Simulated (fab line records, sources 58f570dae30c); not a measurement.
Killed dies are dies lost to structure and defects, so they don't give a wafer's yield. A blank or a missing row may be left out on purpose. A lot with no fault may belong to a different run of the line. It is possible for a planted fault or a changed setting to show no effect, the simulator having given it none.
A struck lot beside a sound one || flow berkeley cmos170 || 15 steps out of a route of 331
Sound: the wafers L412.1, L412.2, L412.4. Struck: wafers L420.2, L420.4, L420.5. The cause comes at the end.
At each step with rows: each side's tool, then ch and its chambers, then its first start. Under that, the readings that differ: sound wafers || struck wafers || difference of the means || sigmas: that difference in standard deviations of wafers without a fault.
alike: words and numbers the same on both sides, and readings whose means are apart by under 2 such deviations; not compared: readings that were withheld, readings missing a value for some wafer, numbers with overlapping values and no deviation given by the record, and bounds like >300 which may hide the same value.
A row with sigmas, a row that says differs or no value, or rows on one side alone: a step with any of these is where the two part. Numbers that have no deviation but don't overlap get no sigmas and don't part them. A reading that every wafer of one side lacks parts them only if that side has two wafers or more.

first, 4 steps without rows for these wafers: UCB170_PWELL_WET_ETCH_19 (etches Si3N4 in H3PO4, time 14400 s); UCB170_PWELL_WET_ETCH_20 (etches SiO2 in BOE, time 22 s); UCB170_WELLDRIVE_CLEAN_00 (cleans in SPM, time 600 s); UCB170_WELLDRIVE_OXIDATION_01 (target thk 199 nm, ox time 9000 s).
UCB170_WELLDRIVE_THK_MEAS_02:
  sound on film metro-03 at day 3 14:47; struck on film metro-03 at day 5 06:55
{"reading": "WELLDRIVE_OXIDE_THK (nm)", "sound": "207 205 204", "struck": "195 192 194", "difference": -12, "sigmas": -3}
then, 5 steps without rows for these wafers: UCB170_WELLDRIVE_ANNEAL_03 (time 900 s); UCB170_WELLDRIVE_WET_ETCH_04 (etches SiO2 in BOE, time 120 s); UCB170_ACTIVE_CLEAN_00 (cleans in SPM, time 600 s); UCB170_ACTIVE_CLEAN_01 (cleans in dHF, time 60 s); UCB170_ACTIVE_OXIDATION_02 (target thk 26.4 nm, ox time 1260 s).
UCB170_ACTIVE_THK_MEAS_03:
  sound on film metro-04 at day 3 22:38; struck on film metro-04 at day 5 18:53
  alike: ACTIVE_OXIDE_THK
then, 1 step without rows for these wafers: UCB170_ACTIVE_ANNEAL_04 (time 900 s).
UCB170_ACTIVE_CVD_05: deposits Si3N4 from SiH2Cl2/NH3, target thk 220 nm, time 3300 s.
  sound on lpcvd-02 ch 0, day 4 02:44; struck on lpcvd-02 ch 1, day 6 02:59
{"reading": "spike tc centre C (C)", "sound": "800.6 804.1 801.8", "struck": "829.6 830.1 826.7", "difference": "+26.6", "sigmas": "+19"}
{"reading": "spike tc load C (C)", "sound": "822.3 821.8 822.3", "struck": "848.5 849.3 850.5", "difference": "+27.3", "sigmas": "+19"}
{"reading": "spike tc source C (C)", "sound": "823 823 824", "struck": "852 854 854", "difference": "+30", "sigmas": "+10"}
{"reading": "susceptor temp C (C)", "sound": "799.8 800.4 800.3", "struck": "827.0 827.2 827.4", "difference": "+27.0", "sigmas": "+71"}
{"reading": "zone power load pct (%)", "sound": "19.0 18.6 18.9", "struck": "21.7 21.5 21.4", "difference": "+2.7", "sigmas": "+4"}
{"reading": "model.Si3N4_of_ACTIVE_CVD_05.thk nm (nm)", "sound": "220.9 218.8 219", "struck": "354.6 354.6 356.8", "difference": "+135.8", "sigmas": ""}
UCB170_ACTIVE_THK_MEAS_06:
  sound on film metro-04 at day 4 04:42; struck on film metro-04 at day 6 05:11
{"reading": "ACTIVE_NITRIDE_THK (nm)", "sound": "220.9 218.8 218.9", "struck": "354.6 354.4 356.6", "difference": "+135.7", "sigmas": "+65"}
  not compared: hold
following that, these wafers have no rows for 1 step: UCB170_M3_PROBE_99.

## WHERE THEY PART
At UCB170_WELLDRIVE_THK_MEAS_02 first; at UCB170_ACTIVE_THK_MEAS_06 last (within this record only).

WHY: what the simulator had put in
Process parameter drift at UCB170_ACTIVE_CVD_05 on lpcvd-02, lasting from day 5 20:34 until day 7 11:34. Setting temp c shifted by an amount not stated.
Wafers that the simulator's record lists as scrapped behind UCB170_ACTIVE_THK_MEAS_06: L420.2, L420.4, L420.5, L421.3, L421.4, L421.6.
